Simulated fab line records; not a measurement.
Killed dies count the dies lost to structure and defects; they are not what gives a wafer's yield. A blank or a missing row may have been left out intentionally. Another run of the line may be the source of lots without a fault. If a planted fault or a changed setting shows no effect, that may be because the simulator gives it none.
A struck lot beside a sound one + flow ritCmos + 44 steps out of a route of 202
Sound: these wafers, L225.1, L225.4, L225.6. Struck: wafers L228.1, L228.2, L228.5. The cause is named last.
Each step with rows lists, per side, the tool, then ch with its chambers, then its first start. Under that, the readings that differ: sound wafers + struck wafers + difference of the means + sigmas: that difference in standard deviations of wafers without a fault.
alike: words and numbers the same on both sides, and readings whose means are apart by under 2 such deviations; not compared: readings that were withheld, readings missing a value for some wafer, numbers with overlapping values and no deviation given by the record, and bounds like >300 which may hide the same value.
The two part at a step that has a row with sigmas, a row that says differs or no value, or rows on one side only. Numbers that have no deviation but don't overlap get no sigmas and don't part them. A reading that every wafer of one side lacks parts them only if that side has two wafers or more.

RIT_PWELL_TW_MEAS_10:
  struck on filmMetro-01, day 3 09:20; sound on filmMetro-01, day 2 19:39
  alike: PWELL_TW
then, 1 step without rows for these wafers: RIT_WELLDRIVE_ANNEAL_00 (time 14700 s).
RIT_WELLDRIVE_RS_MEAS_01: uses a four-point probe to measure.
  struck on filmMetro-01, day 3 14:28; sound on filmMetro-01, day 3 00:48
  alike: NWELL_RS
RIT_WELLDRIVE_RS_MEAS_02: uses a four-point probe to measure.
  struck on filmMetro-01, day 3 14:35; sound on filmMetro-01, day 3 00:55
  alike: PWELL_RS
then, 6 steps without rows for these wafers: RIT_NRETRO_HMDS_00 (prime time 60 s); RIT_NRETRO_COAT_01 (resist thk 1300 nm); RIT_NRETRO_SOFTBAKE_02 (time 60 s); RIT_NRETRO_EXPOSE_03 (exposes mask M4, target cd 43900 nm); RIT_NRETRO_PEB_04; RIT_NRETRO_DEVELOP_05 (develop time 68 s).
RIT_NRETRO_OVL_MEAS_06:
  struck on overlay-02, day 3 15:46; sound on overlay-01, day 3 02:02
  alike: NRETRO_OVL
then, 1 step without rows for these wafers: RIT_NRETRO_HARDBAKE_07 (time 120 s).
RIT_NRETRO_IMPLANT_08:
  sound on implanter-03 ch 0, day 3 02:20; struck on implanter-03 ch 0, day 3 16:08
| reading          | sound                            | struck                        | difference | sigmas      |
|------------------|----------------------------------|-------------------------------|------------|-------------|
| doseIonsCm2      | 1.0002e+13 1.0019e+13 1.0011e+13 | 6.543e+12 6.531e+12 6.519e+12 | -3.480e+12 | -99 or more |
| faradayCurrentUA | 31.6 32.4 30.9                   | 20.4 21.2 20.1                | -11.1      | -17         |
RIT_NRETRO_STRIP_09: strips in O2, time 180 s.
  sound on plasmaAsher-03 ch 0,1, day 3 02:29; struck on plasmaAsher-01 ch 0,1, day 3 16:17
  alike: drypumpMotorCurrentA
  not compared: rfHoursCounterH
RIT_NRETRO_TW_MEAS_10:
  struck on filmMetro-04, day 3 16:41; sound on filmMetro-03, day 3 02:39
| reading   | sound          | struck      | difference | sigmas |
|-----------|----------------|-------------|------------|--------|
| NRETRO_TW | 1079 1081 1080 | 924 923 924 | -156       | -18    |
  not compared: hold
then, 5 steps without rows for these wafers: RIT_PRETRO_COAT_01 (resist thk 1300 nm); RIT_PRETRO_SOFTBAKE_02 (time 60 s); RIT_PRETRO_EXPOSE_03 (exposes mask M5, target cd 43700 nm); RIT_PRETRO_PEB_04; RIT_PRETRO_DEVELOP_05 (develop time 68 s).
RIT_PRETRO_OVL_MEAS_06:
  struck on overlay-02, day 3 23:22; sound on overlay-01, day 3 03:43
  alike: PRETRO_OVL
then, 2 steps without rows for these wafers: RIT_PRETRO_HARDBAKE_07 (time 120 s); RIT_PRETRO_IMPLANT_08.
RIT_PRETRO_STRIP_09: strips in O2, time 180 s.
  sound on plasmaAsher-03 ch 1, day 3 04:09; struck on plasmaAsher-01 ch 0,1, day 3 23:48
  alike: drypumpMotorCurrentA
  not compared: rfHoursCounterH
RIT_PRETRO_TW_MEAS_10:
  struck on filmMetro-03, day 3 23:59; sound on filmMetro-01, day 3 04:20
| reading   | sound       | struck      | difference | sigmas |
|-----------|-------------|-------------|------------|--------|
| PRETRO_TW | 470 471 472 | 490 490 485 | +17        | +2     |
then, 5 steps without rows for these wafers: RIT_GATE_WET_ETCH_00 (etches SiO2 in BOE, target depth 56 nm, time 60 s); RIT_GATE_CLEAN_01 (cleans in SC1, time 600 s); RIT_GATE_CLEAN_02 (cleans in dHF, time 30 s); RIT_GATE_CLEAN_03 (cleans in SC2, time 600 s); RIT_GATE_CLEAN_04 (cleans in dHF, time 60 s).
RIT_FOX2_THK_MEAS_91:
  struck on filmMetro-03, day 4 00:27; sound on filmMetro-03, day 3 04:49
  alike: FIELD_OXIDE_LEFT_2_THK
then, 2 steps without rows for these wafers: RIT_GATE_OXIDATION_05 (target thk 3 nm, ox time 270 s); RIT_GATE_ANNEAL_06 (time 600 s).
RIT_GATE_THK_MEAS_07:
  struck on filmMetro-03, day 4 02:05; sound on filmMetro-01, day 3 07:10
  alike: GATE_OXIDE_THK
then, 1 step without rows for these wafers: RIT_GATE_CVD_08 (deposits poly-Si from SiH4, target thk 250 nm, time 2220 s).
RIT_GATE_THK_MEAS_09:
  the record holds rows for the sound wafers here (filmMetro-01, day 3 08:50) but none for the struck ones
then, 5 steps without rows for these wafers: RIT_GATE_HMDS_10 (prime time 60 s); RIT_GATE_COAT_11 (resist thk 850 nm); RIT_GATE_SOFTBAKE_12 (time 60 s); RIT_GATE_EXPOSE_13 (exposes mask M6, target cd 150 nm); RIT_GATE_PEB_14.
RIT_REOX_OXIDATION_03: target thk 25.2 nm, ox time 5580 s.
  the record has rows for the sound wafers here (furnace-02 ch 0, day 3 10:52) and none for the struck ones
RIT_SPACER_CLEAN_00: cleans in SC1, time 600 s.
  the record has rows for the sound wafers here (wetBench-03 ch 2, day 3 16:28) and none for the struck ones
RIT_M1_PROBE_99:
  the record holds rows for the sound wafers here (prober-01, day 4 06:40) but none for the struck ones

== WHERE THEY PART ==
Last at RIT_M1_PROBE_99 as far as this record goes, first at RIT_NRETRO_IMPLANT_08.

WHY: what the simulator had put in
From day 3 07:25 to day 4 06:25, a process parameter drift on implanter-03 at RIT_NRETRO_IMPLANT_08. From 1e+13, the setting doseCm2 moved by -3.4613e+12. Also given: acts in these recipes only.
